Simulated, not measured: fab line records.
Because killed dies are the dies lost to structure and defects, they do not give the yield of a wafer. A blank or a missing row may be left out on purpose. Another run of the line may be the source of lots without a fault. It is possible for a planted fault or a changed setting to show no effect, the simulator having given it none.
The same fault as seen by 2 desks :: flow rit-cmos :: only its own numbers are on each desk; what lay behind them is given at the end

THE TOOL OWNER'S DESK: pvd-sputter-02
The tool's own readings at RIT_M1_SPUTTER_00 (material Al, target thk 400 nm, time 500 s): means of the sampled wafers that have a number, for each lot that ran on this tool. If a lot's mean is further than 4 standard deviations from the usual mean, the lot is out of limits and carries the mark OUT (the distance appears in the brackets).
Columns: A = chamber-pressure-pa at RIT_M1_SPUTTER_00, usual 0.4000 Pa; B = throttle-valve-pct at RIT_M1_SPUTTER_00, usual 30.1 %
lot: L814
first seen here: day 3 12:55
A: 0.4000
B: 29.5

lot: L817
first seen here: day 3 22:23
A: 0.3999
B: 29.6

lot: L819
first seen here: day 4 12:02
A: 0.3995
B: 29.3

lot: L824
first seen here: day 5 12:54
A: 0.4002
B: 29.5

lot: L826
first seen here: day 5 22:18
A: 0.3995
B: 29.3

lot: L830
first seen here: day 6 19:06
A: 0.4002
B: 29.7
This desk's finding: nothing out of limits on any of the 6 lots.

FROM THE METROLOGY DESK
What the gauges read for every lot (on any tool): the sampled wafers with a number, averaged. If a lot's mean is further than 4 standard deviations from the usual mean, the lot is out of limits and carries the mark OUT (the distance appears in the brackets).
Columns: A = M1_AL_RS at RIT_M1_RS_MEAS_01, usual 0.0731 ohm/sq; B = M1_AL_THK at RIT_M1_THK_MEAS_02, usual 400 nm
lot: L814
first seen here: day 3 13:16
A: 0.0745
B: 393

lot: L816
first seen here: day 3 22:26
A: 0.0733
B: 400

lot: L817
first seen here: day 3 22:43
A: 0.0726
B: 404

lot: L819
first seen here: day 4 12:20
A: 0.0738
B: 396

lot: L820
first seen here: day 4 16:43
A: 0.0734
B: 398

lot: L821
first seen here: day 4 21:42
A: 0.0728
B: 402

lot: L823
first seen here: day 5 10:13
A: 0.0720
B: 407

lot: L824
first seen here: day 5 13:12
A: 0.0728
B: 401

lot: L825
first seen here: day 5 19:10
A: 0.0723
B: 403

lot: L826
first seen here: day 5 22:36
A: 0.0749
B: 394

lot: L830
first seen here: day 6 19:23
A: 0.0762
B: 387

lot: L833
first seen here: day 7 10:58
A: 0.0728
B: 403

lot: L837
first seen here: day 8 05:39
A: 0.0739
B: 399
This desk's finding: nothing out of limits on any of the 13 lots.

ALL TOGETHER
The tool owner's desk saw nothing out of limits.
The metrology desk saw nothing out of limits.

WHAT HAD BEEN PUT IN BY THE SIMULATOR
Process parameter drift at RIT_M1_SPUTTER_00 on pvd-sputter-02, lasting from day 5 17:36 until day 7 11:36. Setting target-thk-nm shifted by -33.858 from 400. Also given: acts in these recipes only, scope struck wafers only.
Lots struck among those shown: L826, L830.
